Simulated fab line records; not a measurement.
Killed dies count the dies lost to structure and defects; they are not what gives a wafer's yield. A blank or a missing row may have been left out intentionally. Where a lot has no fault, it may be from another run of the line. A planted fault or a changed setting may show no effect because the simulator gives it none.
Which tool did it? || flow berkeley cmos170 || 13 lots with 39 wafers sampled at 3 steps, on a route of 331 steps

WHAT THE GAUGES SHOWED, per wafer
UCB170_V2_THK_MEAS_04. Usual: for V2_POLISHED_THK the level is 1000.3 nm and the standard deviation is 1.1.
{"lot": "L974", "measured": "day 7 21:42", "on": "film metro-04", "V2_POLISHED_THK (nm)": "1001.4 999.3 999.9", "flag": ""}
{"lot": "L973", "measured": "day 7 22:24", "on": "film metro-01", "V2_POLISHED_THK (nm)": "998.0 998.9 998.4", "flag": ""}
{"lot": "L971", "measured": "day 7 22:37", "on": "film metro-03", "V2_POLISHED_THK (nm)": "1000.5 1002.7 1001.9", "flag": ""}
{"lot": "L977", "measured": "day 8 16:22", "on": "film metro-04", "V2_POLISHED_THK (nm)": "1000.5 999.7 1001.6", "flag": ""}
{"lot": "L980", "measured": "day 9 12:29", "on": "film metro-03", "V2_POLISHED_THK (nm)": "999.7 999.7 999.0", "flag": ""}
{"lot": "L982", "measured": "day 10 00:12", "on": "film metro-01", "V2_POLISHED_THK (nm)": "1002.5 999.7 1001.0", "flag": ""}
{"lot": "L983", "measured": "day 10 09:59", "on": "film metro-03", "V2_POLISHED_THK (nm)": "999.5 999.4 1000.7", "flag": ""}
{"lot": "L985", "measured": "day 10 10:21", "on": "film metro-01", "V2_POLISHED_THK (nm)": "1000.4 1000.2 1000.6", "flag": ""}
{"lot": "L984", "measured": "day 10 10:37", "on": "film metro-03", "V2_POLISHED_THK (nm)": "999.4 1000.1 1000.4", "flag": ""}
{"lot": "L987", "measured": "day 11 06:59", "on": "film metro-01", "V2_POLISHED_THK (nm)": "999.3 999.5 999.1", "flag": ""}
{"lot": "L990", "measured": "day 11 23:41", "on": "film metro-01", "V2_POLISHED_THK (nm)": "999.5 1000.0 1000.6", "flag": ""}
{"lot": "L993", "measured": "day 12 06:19", "on": "film metro-03", "V2_POLISHED_THK (nm)": "1001.8 1002.2 1001.5", "flag": ""}
{"lot": "L994", "measured": "day 12 16:28", "on": "film metro-01", "V2_POLISHED_THK (nm)": "1001.2 1002.2 1001.9", "flag": ""}

UCB170_V2_OVL_MEAS_13. Usual: for V2_OVL the level is -2 nm and the standard deviation is 5.6.
{"lot": "L974", "measured": "day 7 22:58", "on": "overlay-01", "V2_OVL (nm)": "2 -10 4", "flag": ""}
{"lot": "L973", "measured": "day 7 23:35", "on": "overlay-02", "V2_OVL (nm)": "2 -3 -5", "flag": ""}
{"lot": "L971", "measured": "day 7 23:56", "on": "overlay-01", "V2_OVL (nm)": "-8 2 -7", "flag": ""}
{"lot": "L977", "measured": "day 8 17:46", "on": "overlay-02", "V2_OVL (nm)": "-1 -13 -1", "flag": ""}
{"lot": "L980", "measured": "day 9 14:02", "on": "overlay-01", "V2_OVL (nm)": "5 -4 1", "flag": ""}
{"lot": "L982", "measured": "day 10 02:54", "on": "overlay-02", "V2_OVL (nm)": "0 -5 2", "flag": ""}
{"lot": "L983", "measured": "day 10 11:11", "on": "overlay-02", "V2_OVL (nm)": "-2 2 -3", "flag": ""}
{"lot": "L985", "measured": "day 10 11:34", "on": "overlay-02", "V2_OVL (nm)": "-3 0 -5", "flag": ""}
{"lot": "L984", "measured": "day 10 11:58", "on": "overlay-01", "V2_OVL (nm)": "-10 -1 -7", "flag": ""}
{"lot": "L987", "measured": "day 11 08:34", "on": "overlay-02", "V2_OVL (nm)": "-2 -2 -13", "flag": ""}
{"lot": "L990", "measured": "day 12 01:03", "on": "overlay-02", "V2_OVL (nm)": "3 -3 1", "flag": ""}
{"lot": "L993", "measured": "day 12 07:49", "on": "overlay-01", "V2_OVL (nm)": "-4 -11 7", "flag": ""}
{"lot": "L994", "measured": "day 12 17:40", "on": "overlay-02", "V2_OVL (nm)": "-8 -8 -8", "flag": ""}

UCB170_M3_THK_MEAS_03: measures by xrf. Usual: for M3_AL_THK the level is 907 nm and the standard deviation is 11.
{"lot": "L974", "measured": "day 7 23:40", "on": "film metro-01", "M3_AL_THK (nm)": "905 903 904", "flag": ""}
{"lot": "L973", "measured": "day 8 00:18", "on": "film metro-01", "M3_AL_THK (nm)": "921 916 902", "flag": ""}
{"lot": "L971", "measured": "day 8 00:38", "on": "film metro-02", "M3_AL_THK (nm)": "923 917 916", "flag": ""}
{"lot": "L977", "measured": "day 8 18:28", "on": "film metro-02", "M3_AL_THK (nm)": "925 922 919", "flag": ""}
{"lot": "L980", "measured": "day 9 14:56", "on": "film metro-02", "M3_AL_THK (nm)": "899 906 900", "flag": ""}
{"lot": "L982", "measured": "day 10 03:37", "on": "film metro-04", "M3_AL_THK (nm)": "906 919 897", "flag": ""}
{"lot": "L983", "measured": "day 10 11:54", "on": "film metro-04", "M3_AL_THK (nm)": "896 905 900", "flag": ""}
{"lot": "L985", "measured": "day 10 12:16", "on": "film metro-01", "M3_AL_THK (nm)": "901 899 902", "flag": ""}
{"lot": "L984", "measured": "day 10 12:40", "on": "film metro-02", "M3_AL_THK (nm)": "903 899 914", "flag": ""}
{"lot": "L987", "measured": "day 11 09:16", "on": "film metro-02", "M3_AL_THK (nm)": "919 907 919", "flag": ""}
{"lot": "L990", "measured": "day 12 01:45", "on": "film metro-02", "M3_AL_THK (nm)": "913 905 908", "flag": ""}
{"lot": "L993", "measured": "day 12 08:33", "on": "film metro-01", "M3_AL_THK (nm)": "907 911 908", "flag": ""}
{"lot": "L994", "measured": "day 12 18:22", "on": "film metro-02", "M3_AL_THK (nm)": "922 919 930", "flag": ""}

WHICH TOOL RAN EACH LOT (tool, then ch and the chambers of the sampled wafers, then the start)
Before these readings, the record contains no process step.

WHAT THE TOOLS THEMSELVES READ (means of the sampled wafers that have a number; where no wafer has one, the mark that the record gives instead)
The record holds no such reading with a usual standard deviation.

THE ANSWER, worked out from the rows above alone
Rule: take the mean of a lot's wafers that have a number; if it is more than 3 standard deviations from the usual mean, the lot is off. A lot without any number at a reading at which 4 lots or more have one is off too. All remaining lots with rows at the step are treated as sound. Order of review: gauges by route order, followed by the tools' own readings, for which a lot's mean as printed above is used. At the first step where some lot is off, the reading lying furthest off is the one used; lots without a number count as furthest.
Across all readings shown, no lot is off: no conclusion can be drawn from this.

WHAT HAD BEEN PUT IN BY THE SIMULATOR
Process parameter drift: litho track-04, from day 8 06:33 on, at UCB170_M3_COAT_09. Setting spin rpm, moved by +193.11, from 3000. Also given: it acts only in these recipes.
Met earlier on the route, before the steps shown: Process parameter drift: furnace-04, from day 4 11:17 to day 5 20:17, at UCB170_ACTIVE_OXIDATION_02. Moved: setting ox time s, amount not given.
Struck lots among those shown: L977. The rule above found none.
